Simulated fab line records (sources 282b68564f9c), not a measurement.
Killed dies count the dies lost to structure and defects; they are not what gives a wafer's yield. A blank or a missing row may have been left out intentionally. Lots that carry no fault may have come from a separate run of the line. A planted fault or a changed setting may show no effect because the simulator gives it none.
The same fault as seen by 2 desks | flow rit cmos | each desk holds nothing but its own numbers, with what lay behind them at the end

## TOOL OWNER'S DESK, implanter-04
The tool's own readings at RIT_PSD_IMPLANT_08, given as means over the sampled wafers that have a number, one for each lot that went through this tool. A lot is out of limits, marked OUT, if its mean lies more than 4 standard deviations from the usual mean; the brackets give that distance.
Columns: A = beam energy keV at RIT_PSD_IMPLANT_08, usual 27.001; B = beam on s at RIT_PSD_IMPLANT_08, usual 15.7 s; C = dose ions cm2 at RIT_PSD_IMPLANT_08, usual 5.001e+15; D = faraday current uA at RIT_PSD_IMPLANT_08, usual 9901
lot  | first seen here | A      | B               | C                           | D
L409 | day 3 06:40     | 27.007 | 17.8            | 4.997e+15                   | 8726
L416 | day 4 17:08     | 26.997 | 17.3            | 5.000e+15                   | 8974
L418 | day 5 03:19     | 26.998 | 17.4            | 5.004e+15                   | 8892
L419 | day 5 09:33     | 27.002 | 17.7            | 5.004e+15                   | 8743
L425 | day 6 13:35     | 27.020 | 31.7 (+10) OUT  | 8.827e+15 (+99 or more) OUT | 8646
L426 | day 6 18:44     | 26.998 | 30.5 (+9.2) OUT | 8.813e+15 (+99 or more) OUT | 8977
Finding of this desk: L425, L426 out of limits; the first was L425 at day 6 13:35, on beam on s at RIT_PSD_IMPLANT_08. Within limits: L409, L416, L418, L419.

## METROLOGY DESK
What the gauges read, lot by lot, whatever tool the lot ran on: means of the sampled wafers that have a number. A lot is out of limits, marked OUT, if its mean lies more than 4 standard deviations from the usual mean; the brackets give that distance.
Columns: A = PSD_TW at RIT_PSD_TW_MEAS_10, usual 3413; B = PSD_RS at RIT_SDANNEAL_RS_MEAS_04, usual 115.88 ohm/sq; C = PLDD_RS at RIT_SDANNEAL_RS_MEAS_06, usual 178.6 ohm/sq
lot  | first seen here | A               | B                | C
L409 | day 3 07:00     | 3410            | 116.22           | 178.3
L410 | day 3 12:21     | 3431            | 116.27           | 178.2
L411 | day 3 17:08     | 3408            | 116.00           | 179.4
L412 | day 3 21:40     | 3394            | 115.63           | 178.0
L415 | day 4 13:23     | 3374            | 115.61           | 178.2
L416 | day 4 17:26     | 3417            | 116.03           | 179.0
L418 | day 5 03:39     | 3418            | 115.34           | 178.1
L419 | day 5 09:52     | 3416            | 115.85           | 178.8
L420 | day 5 16:37     | 3419            | 115.91           | 179.3
L421 | day 6 01:46     | 3415            | 116.01           | 178.4
L424 | day 6 10:30     | 3424            | 115.87           | 178.7
L425 | day 6 13:54     | 3583 (+9.0) OUT | 109.16 (-23) OUT | 178.8
L426 | day 6 19:02     | 3560 (+7.7) OUT | 108.89 (-24) OUT | 178.6
L427 | day 7 01:23     | 3410            | 115.87           | 178.6
This desk's finding: out of limits on L425, L426; first on L425, day 6 13:54 (PSD_TW at RIT_PSD_TW_MEAS_10). Within limits: L409, L410, L411, L412, L415, L416, L418, L419, L420, L421, L424, L427.

## TAKEN TOGETHER
At day 6 13:35, on L425, L426, the tool owner's desk was in a position to raise an alarm.
An alarm was possible from the metrology desk at day 6 13:54, on L425, L426.
On implanter-04, each named lot ran RIT_PSD_IMPLANT_08.

## WHAT THE SIMULATOR PUT IN
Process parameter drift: implanter-04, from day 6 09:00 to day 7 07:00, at RIT_PSD_IMPLANT_08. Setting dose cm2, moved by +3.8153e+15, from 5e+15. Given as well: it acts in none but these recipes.
Struck lots among those shown: L425, L426.
Delay (hours) between the fault's onset and each desk's first out-of-limits reading: 5 at the tool owner's desk, 5 at the metrology desk.
